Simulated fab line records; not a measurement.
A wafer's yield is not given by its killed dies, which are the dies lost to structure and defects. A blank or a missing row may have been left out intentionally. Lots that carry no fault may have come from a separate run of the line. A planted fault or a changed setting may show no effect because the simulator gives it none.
fab line records	flow ritCmos
record: lots: 6	wafers: 18	lastDay: 7
route steps=202 shown M1@184
lots that met no fault: taken from a fault-free run of the same line
startH: hours from the record's first day to the start of the lot's first wafer shown	waitH: hours from the lot's prior step to this one	" same as the row above	L1.1+2: several wafers, shown together as one row	- no value, or no start was given	* or withheld: withheld	< > ~ a bound
route shown NAME@n: names a module that has steps shown in the file, with the first one's number in the route	usual: mean and standard deviation over wafers with no fault	same: alike in all rows	chamber/n: place in a boat	sites: readings site by site	_std_site: their standard deviation	_edge_site: inner sites' mean taken away from outer sites' mean	radiusMm: for every site, how far away it sits from the centre of the wafer	mask NAME#n: copy n	behind: the most recent tool/chamber to have shaped the wafer	hold: reason for holding the lot/hours on hold/outcome of the hold	device: whichever transistor did not switch (one of n, p or np)	end of line: the tests these same wafers got at the end of their route	a step with no rows: only its recipe	killed: not the wafer's yield, but the dies lost to structure and defects at the first sort	map: dies across one wafer; x = killed, . = not, _ = none there
set.NAME: the setting the step ran with; set.NAME@STEP: the setting that earlier step ran with	model.NAME: the simulator's own value behind a step, which no gauge read
lots seen at some steps along the route; tables by step, rows by wafer
services: the hour from which a tool's chamber was out of use, counted from the record's first day as startH (under 0 if before that day), plus the number of hours and why
== steps ==
step: RIT_M1_SPUTTER_00
recipe: material: Al	targetThkNm: 400	powerW: 2000	chamberPressurePa: 0.4	gas: Ar	timeS: 500	substrateTempC: 25
usual: throttleValvePct: 29.9/1.3
lot.wafer	tool	chamber	startH	waitH	throttleValvePct
L790.1	pvdSputter-01	-	64.91	0.0	29.1
L790.2	"	-	"	"	28.1
L790.6	"	-	"	"	28.9
L795.2	pvdSputter-02	-	89.32	0.0	31.7
L795.4	"	-	"	"	27.7
L795.5	"	-	"	"	28.0
L798.2	pvdSputter-01	-	102.80	0.0	28.4
L798.5	"	-	"	"	28.0
L798.6	"	-	"	"	29.1
L803.3	pvdSputter-04	-	127.26	0.0	30.8
L803.5	"	-	"	"	29.0
L803.6	"	-	"	"	30.7
L806.1	pvdSputter-02	-	143.73	0.0	27.9
L806.3	"	-	"	"	31.2
L806.6	"	-	"	"	30.9
L810.1	pvdSputter-04	-	163.80	0.0	29.1
L810.2	"	-	"	"	31.8
L810.6	"	-	"	"	30.2
step: RIT_M1_RS_MEAS_01
recipe: thkMeasGauge: four-point-probe	reads: Al_of_M1_SPUTTER_00
usual: M1_AL_RS: 0.0734/0.00078
lot.wafer	tool	chamber	startH	waitH	M1_AL_RS[ohm/sq]
L790.1	filmMetro-01	-	65.20	0.1	0.0714
L790.2	"	-	"	"	0.0730
L790.6	"	-	"	"	0.0716
L795.2	filmMetro-01	-	89.64	0.2	0.0727
L795.4	"	-	"	"	0.0732
L795.5	"	-	"	"	0.0728
L798.2	filmMetro-04	-	103.11	0.2	0.0744
L798.5	"	-	"	"	0.0740
L798.6	"	-	"	"	0.0743
L803.3	filmMetro-04	-	127.60	0.2	0.0736
L803.5	"	-	"	"	0.0743
L803.6	"	-	"	"	0.0744
L806.1	filmMetro-03	-	144.03	0.1	0.0721
L806.3	"	-	"	"	0.0718
L806.6	"	-	"	"	0.0722
L810.1	filmMetro-01	-	164.09	0.1	0.0739
L810.2	"	-	"	"	0.0732
L810.6	"	-	"	"	0.0726
step: RIT_M1_THK_MEAS_02
recipe: thkMeasGauge: xrf	reads: Al_of_M1_SPUTTER_00
usual: M1_AL_THK: 397/4.7
lot.wafer	tool	chamber	startH	waitH	M1_AL_THK[nm]
L790.1	filmMetro-01	-	65.32	0.1	409
L790.2	"	-	"	"	400
L790.6	"	-	"	"	403
L795.2	filmMetro-01	-	89.75	0.1	404
L795.4	"	-	"	"	399
L795.5	"	-	"	"	401
L798.2	filmMetro-04	-	103.22	0.1	393
L798.5	"	-	"	"	398
L798.6	"	-	"	"	391
L803.3	filmMetro-04	-	127.70	0.1	394
L803.5	"	-	"	"	391
L803.6	"	-	"	"	391
L806.1	filmMetro-03	-	144.15	0.1	403
L806.3	"	-	"	"	403
L806.6	"	-	"	"	402
L810.1	filmMetro-01	-	164.21	0.1	393
L810.2	"	-	"	"	396
L810.6	"	-	"	"	399
step: RIT_M1_HMDS_03
recipe: primeTimeS: 60	primeTempC: 140
step: RIT_M1_COAT_04
recipe: resist: NOVOLAK	spinRpm: 2000	resistThkNm: 1300
step: RIT_M1_SOFTBAKE_05
recipe: resist: NOVOLAK	tempC: 90	timeS: 60
step: RIT_M1_EXPOSE_06
recipe: maskId: M12	na: 0.6	sourceShape: conventional	sigmaOuter: 0.5	targetCdNm: 2600	doseMj: 250
step: RIT_M1_PEB_07
recipe: resist: NOVOLAK	tempC: withheld	timeS: withheld
step: RIT_M1_DEVELOP_08
recipe: resist: NOVOLAK	developTimeS: 68	devTempC: 23
step: RIT_M1_CD_MEAS_09
recipe: targetCdNm: 2600
usual: cdNm: 2599.9/2.7
lot.wafer	tool	chamber	startH	waitH	cdNm
L790.1	cdSem-02	-	66.26	-	2598.0
L790.2	"	-	"	"	2598.5
L790.6	"	-	"	"	2597.6
L795.2	cdSem-02	-	90.89	-	2600.1
L795.4	"	-	"	"	2599.2
L795.5	"	-	"	"	2599.2
L798.2	cdSem-02	-	104.20	-	2601.5
L798.5	"	-	"	"	2599.4
L798.6	"	-	"	"	2601.0
L803.3	cdSem-02	-	128.66	-	2606.9
L803.5	"	-	"	"	2604.3
L803.6	"	-	"	"	2604.1
L806.1	cdSem-02	-	145.09	-	2599.7
L806.3	"	-	"	"	2602.0
L806.6	"	-	"	"	2600.8
L810.1	cdSem-01	-	165.25	-	2599.0
L810.2	"	-	"	"	2597.8
L810.6	"	-	"	"	2600.3
step: RIT_M1_OVL_MEAS_10
usual: M1_OVL: 0.9/1.5
lot.wafer	tool	chamber	startH	waitH	M1_OVL[nm]
L790.1	overlay-02	-	66.38	0.1	2.4
L790.2	"	-	"	"	0.6
L790.6	"	-	"	"	2.1
L795.2	overlay-02	-	90.99	0.1	1.1
L795.4	"	-	"	"	2.7
L795.5	"	-	"	"	2.4
L798.2	overlay-02	-	104.31	0.1	2.2
L798.5	"	-	"	"	-0.2
L798.6	"	-	"	"	0.8
L803.3	overlay-02	-	128.75	0.1	-1.0
L803.5	"	-	"	"	-2.1
L803.6	"	-	"	"	-0.8
L806.1	overlay-01	-	145.21	0.1	1.9
L806.3	"	-	"	"	-0.2
L806.6	"	-	"	"	0.5
L810.1	overlay-02	-	165.37	0.1	1.3
L810.2	"	-	"	"	2.2
L810.6	"	-	"	"	1.9
step: RIT_M1_HARDBAKE_11
recipe: resist: NOVOLAK	tempC: 140	timeS: 120
step: RIT_M1_METAL_ETCH_12
recipe: stopOn: SiO2	chemistry: Cl2/BCl3	target: Al	timeS: 165	overEtchFrac: 0.5	pressureMtorr: 100	targetDepthA: 6000	rfW: 250	Cl2_flow_sccm: 60	bcl3FlowSccm: 50
usual: chamberPressureMTorr: 100.02/0.088	drypumpMotorCurrentA: 5.7/0.39	oesProductAu: 0.780/0.017	overEtchFrac: 0.5/0	throttleValvePct: 8.19/0.089
lot.wafer	tool	chamber	startH	waitH	chamberPressureMTorr	drypumpMotorCurrentA	oesProductAu	overEtchFrac	rfHoursCounterH	throttleValvePct	model.NOVOLAK_of_M1_COAT_04.thkNm	model.SiO2_of_CONTACT_CVD_00.thkNm	model.M1.featureDepthNm
L790.1	rieMetal-02	1	66.67	0.2	100.08	5.6	0.777	0.5	31	8.22	812.6	357.5	442.1
L790.2	"	0	"	"	100.21	6.3	0.780	0.5	33	8.27	803.7	360.9	434.4
L790.6	"	0	"	"	100.05	6.2	0.787	0.5	-	8.26	806.5	371.9	440.7
L795.2	rieMetal-01	1	91.27	0.2	100.02	5.5	0.762	0.5	1	8.15	787.7	362.2	436.6
L795.4	"	0	"	"	100.01	6.0	0.625	1.25	-	8.36	641	355.2	450.1
L795.5	"	0	"	"	99.98	6.0	0.632	1.25	-	8.35	630.1	352.9	452.5
L798.2	rieMetal-01	0	104.59	0.2	99.92	6.0	0.626	1.25	1	8.34	643.4	339.4	444.8
L798.5	"	0	"	"	100.13	6.0	0.627	1.25	-	8.35	639.9	347.2	447.9
L798.6	"	1	"	"	99.99	5.5	0.759	0.5	-	8.15	794.7	362	429
L803.3	rieMetal-03	0	129.08	0.2	100.01	5.9	0.801	0.5	-	8.16	810.2	366	431.7
L803.5	"	1	"	"	99.95	5.1	0.778	0.5	-	8.06	803.1	365.6	427.7
L803.6	"	0	"	"	99.90	6.0	0.801	0.5	-	8.14	807.5	364.2	427.6
L806.1	rieMetal-03	1	145.49	0.2	100.06	5.1	0.791	0.5	5	8.07	810.1	355.5	438.4
L806.3	"	1	"	"	100.08	5.1	0.788	0.5	-	8.06	808.8	351.8	441
L806.6	"	1	"	"	100.00	5.1	0.793	0.5	-	8.07	808.5	360.5	438.9
L810.1	rieMetal-01	0	165.65	0.2	99.96	6.0	0.776	0.5	2	8.33	808.1	355.7	428.8
L810.2	"	1	"	"	99.93	5.5	0.762	0.5	2	8.14	799.6	357.8	434.1
L810.6	"	0	"	"	99.96	6.0	0.777	0.5	-	8.31	810.3	361.7	435.3
step: RIT_M1_STRIP_13
recipe: chemistry: nmp	resist: NOVOLAK	tempC: 80	timeS: 600	dry: n2Spin
step: RIT_M1_STRIP_14
recipe: chemistry: O2	timeS: 180	platenTempC: withheld	powerW: 500	pressureMtorr: 4000	o2FlowSccm: 4000
usual: chamberPressureMTorr: 4001/4.2	drypumpMotorCurrentA: 5.7/0.39
lot.wafer	tool	chamber	startH	waitH	chamberPressureMTorr	drypumpMotorCurrentA	rfHoursCounterH
L790.1	plasmaAsher-01	1	67.01	0.0	4000	6.0	41
L790.2	"	0	"	"	4001	5.4	41
L790.6	"	0	"	"	3997	5.4	-
L795.2	plasmaAsher-03	0	91.61	0.0	4004	5.2	46
L795.4	"	0	"	"	3997	5.2	-
L795.5	"	1	"	"	3997	5.5	-
L798.2	plasmaAsher-03	1	105.10	0.0	3999	5.4	47
L798.5	"	0	"	"	3998	5.2	-
L798.6	"	1	"	"	3997	5.5	-
L803.3	plasmaAsher-02	1	129.44	0.1	3997	6.0	-
L803.5	"	0	"	"	4000	6.2	-
L803.6	"	1	"	"	4005	6.0	-
L806.1	plasmaAsher-02	0	145.83	0.0	3998	6.2	35
L806.3	"	1	"	"	4005	6.0	-
L806.6	"	1	"	"	4004	6.0	-
L810.1	plasmaAsher-01	1	165.99	0.0	3995	6.0	5
L810.2	"	0	"	"	3998	5.4	5
L810.6	"	1	"	"	4003	6.0	-
step: RIT_M1_CD_MEAS_90
recipe: targetCdNm: 2600
usual: cdNm: 2600/3.2
lot.wafer	tool	chamber	startH	waitH	cdNm
L790.1	cdSem-01	-	67.18	0.1	2598
L790.2	"	-	"	"	2599
L790.6	"	-	"	"	2599
L795.2	cdSem-01	-	91.80	0.1	2597
L795.4	"	-	"	"	2588
L795.5	"	-	"	"	2588
L798.2	cdSem-01	-	105.30	0.1	2590
L798.5	"	-	"	"	2588
L798.6	"	-	"	"	2599
L803.3	cdSem-02	-	129.59	0.1	2606
L803.5	"	-	"	"	2605
L803.6	"	-	"	"	2604
L806.1	cdSem-02	-	146.00	0.1	2603
L806.3	"	-	"	"	2604
L806.6	"	-	"	"	2603
L810.1	cdSem-01	-	166.17	0.1	2601
L810.2	"	-	"	"	2597
L810.6	"	-	"	"	2603
step: RIT_M1_ANNEAL_15
recipe: tempC: 450	timeS: 1800	ambient: forming_gas_H2N2
step: RIT_M1_PROBE_99
usual: defectLimitedYield: 97.5/1.2	killedAtFrontEnd: 7/3	killedDies: 7/3.1	killedOpen: 3.4/2.1	killedShort: 3.2/1.9	sort_bin_3_pad_short: 0.1/0.25	sort_bin_5_function: 1.4/0.76	sort_bin_6_memory: 1.0/0.7	sortNPass: 257/3.1	sortYieldPct: 97.5/1.2
same: grossDies: 264	killed_at_M0_to_M3: 0	killed_at_M4_up: 0	killedAtBackSide: 0	killedAtContacts: 0	killedAtOther: 0
lot.wafer	tool	chamber	startH	waitH	defectLimitedYield[%]	killedAtFrontEnd	killedDies	killedOpen	killedShort	sort_bin_3_pad_short[%]	sort_bin_5_function[%]	sort_bin_6_memory[%]	sortNPass	sortYieldPct[%]	model.etest.antennaM1.gateLog10ACm2	model.etest.antennaM1.vtShiftV
L790.1	prober-01	-	68.92	0.1	99.2	2	2	1	1	0	0.4	0.4	262	99.2	-6.535	-0.009282
L790.2	prober-01	-	68.97	0.1	97.7	6	6	2	4	0.8	0.8	0.8	258	97.7	-6.009	-0.01105
L790.6	prober-01	-	69.17	0.2	98.5	4	4	1	3	0	1.5	0	260	98.5	-6.42	-0.009157
L795.2	prober-01	-	93.57	0.1	98.5	4	4	0	4	0.8	0.8	0	260	98.5	-6.197	-0.008315
L795.4	prober-01	-	93.67	0.2	98.5	4	4	2	2	0	1.1	0.4	260	98.5	-5.604	-0.02616
L795.5	prober-01	-	93.72	0.2	96.6	9	9	4	5	0.4	0.8	2.3	255	96.6	-5.607	-0.02642
L798.2	prober-02	-	107.07	0.1	98.5	4	4	1	3	0.8	0.4	0.4	260	98.5	-5.758	-0.02952
L798.5	prober-02	-	107.22	0.2	98.9	3	3	2	1	0	1.1	0	261	98.9	-5.765	-0.02291
L798.6	prober-02	-	107.27	0.2	97.7	6	6	3	3	0.8	1.1	0.4	258	97.7	-6.422	-0.01482
L803.3	prober-01	-	131.39	0.2	99.6	1	1	1	0	0	0	0.4	263	99.6	-5.399	-0.007033
L803.5	prober-01	-	131.49	0.2	98.5	4	4	2	2	0.4	1.1	0	260	98.5	-5.716	-0.008789
L803.6	prober-01	-	131.54	0.2	98.1	5	5	3	2	0.4	1.1	0.4	259	98.1	-5.657	-0.01288
L806.1	prober-02	-	147.74	0.1	95.8	11	11	5	6	0	3.0	1.1	253	95.8	-6.167	-0.008657
L806.3	prober-02	-	147.84	0.2	96.2	10	10	9	1	0	2.7	1.1	254	96.2	-6.792	-0.007516
L806.6	prober-02	-	147.99	0.2	98.5	4	4	4	0	0	0.4	1.1	260	98.5	-6.292	-0.01107
L810.1	prober-02	-	168.67	0.1	98.5	4	4	3	1	0	1.1	0.4	260	98.5	-6.18	-0.0126
L810.2	prober-02	-	168.72	0.1	95.1	13	13	7	6	0.4	1.5	3.0	251	95.1	-5.582	-0.01471
L810.6	prober-02	-	168.92	0.2	99.2	2	2	1	1	0	0.4	0.4	262	99.2	-5.879	-0.009598
killed by level:class
L790.1 GATE:geometricParticle:open=1 SILICIDE:geometricParticle:short=1
L790.2 REOX:geometricParticle:short=2 FOX2:geometricParticle:short=1 FOX2:geometricParticle:open=1 GATE:geometricParticle:open=1 GATE:geometricParticle:short=1
L790.6 GATE:geometricParticle:short=2 FOX2:geometricParticle:short=1 GATE:geometricParticle:open=1
L795.2 GATE:geometricParticle:short=2 SPACER:geometricParticle:short=1 SILICIDE:geometricParticle:short=1
L795.4 FOX1:geometricParticle:open=1 GATE:geometricParticle:short=1 SILICIDE:geometricParticle:short=1 SILICIDE:geometricParticle:open=1
L795.5 GATE:geometricParticle:open=3 FOX1:geometricParticle:short=2 FOX2:geometricParticle:short=1 SPACER:geometricParticle:short=1 SILICIDE:geometricParticle:short=1 SILICIDE:geometricParticle:open=1
L798.2 FOX2:geometricParticle:short=1 GATE:geometricParticle:open=1 GATE:geometricParticle:short=1 REOX:geometricParticle:short=1
L798.5 GATE:geometricParticle:open=2 SILICIDE:geometricParticle:short=1
L798.6 FOX1:geometricParticle:short=1 FOX2:geometricParticle:open=1 FOX2:geometricParticle:short=1 GATE:geometricParticle:open=1 GATE:geometricParticle:short=1 REOX:geometricParticle:open=1
L803.3 SILICIDE:geometricParticle:open=1
L803.5 GATE:geometricParticle:open=2 REOX:geometricParticle:short=1 SPACER:geometricParticle:short=1
L803.6 FOX1:geometricParticle:open=1 GATE:geometricParticle:short=1 GATE:geometricParticle:open=1 SPACER:geometricParticle:open=1 SPACER:geometricParticle:short=1
L806.1 GATE:geometricParticle:open=3 SPACER:geometricParticle:short=2 SILICIDE:geometricParticle:short=2 FOX1:geometricParticle:open=1 FOX1:geometricParticle:short=1 REOX:geometricParticle:short=1 SPACER:geometricParticle:open=1
L806.3 FOX1:geometricParticle:open=3 REOX:geometricParticle:open=3 GATE:geometricParticle:open=2 REOX:geometricParticle:short=1 SILICIDE:geometricParticle:open=1
L806.6 SILICIDE:geometricParticle:open=2 GATE:geometricParticle:open=1 SPACER:geometricParticle:open=1
L810.1 FOX2:geometricParticle:open=1 GATE:geometricParticle:short=1 REOX:geometricParticle:open=1 SILICIDE:geometricParticle:open=1
L810.2 FOX1:geometricParticle:open=3 GATE:geometricParticle:short=3 GATE:geometricParticle:open=3 FOX1:geometricParticle:short=1 SPACER:geometricParticle:short=1 SILICIDE:geometricParticle:open=1 SILICIDE:geometricParticle:short=1
L810.6 GATE:geometricParticle:open=1 REOX:geometricParticle:short=1
== services ==
tool	chamber	startH	hours	kind
rieMetal-02	0	83.78	8.7	repair
rieMetal-01	-	88.05	2.8	pm
pvdSputter-01	-	107.00	1.3	repair
plasmaAsher-01	-	108.75	9.0	pm
plasmaAsher-01	0	108.75	9.0	ventCycle
plasmaAsher-01	1	108.75	9.0	ventCycle
pvdSputter-04	-	112.74	13.6	repair
plasmaAsher-03	-	114.87	0.8	repair
pvdSputter-04	-	116.17	2.6	repair
plasmaAsher-01	0	117.75	-	clean
plasmaAsher-01	1	117.75	-	clean
rieMetal-02	-	136.12	20.0	pm
rieMetal-02	0	136.12	20.0	ventCycle
rieMetal-02	1	136.12	20.0	ventCycle
rieMetal-01	-	145.40	1.0	repair
plasmaAsher-02	-	153.84	2.0	repair
rieMetal-02	0	156.12	-	clean
rieMetal-02	1	156.12	-	clean
plasmaAsher-01	-	161.47	3.1	repair
== key ==
firstSign: step: RIT_M1_METAL_ETCH_12	reading: overEtchFrac	direction: up	sigmas: 99+	usual: 0.5	struck: 1.25
effect: step: RIT_M1_METAL_ETCH_12	reading: oesProductAu	direction: down	sigmas: 8.9	usual: 0.780	struck: 0.627
effect: step: RIT_M1_CD_MEAS_90	reading: cdNm	direction: down	sigmas: 3.5	usual: 2600	struck: 2589
modelEffect: step: RIT_M1_METAL_ETCH_12	value: NOVOLAK_of_M1_COAT_04.thkNm	without: 804.1	struck: 638.6
modelEffect: step: RIT_M1_PROBE_99	value: etest.antennaM1.gateLog10ACm2	without: -6.15	struck: -5.684
metAt RIT_M1_METAL_ETCH_12
struckWafers L795.4,L795.5,L798.2,L798.5
fault: kind: processParameterDrift	tool: rieMetal-01	chamber: 0	onsetH: 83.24	steps: RIT_M1_METAL_ETCH_12	channel: overEtchFrac	offset: 0.75	shape: step	endH: 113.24	stated: 0.5
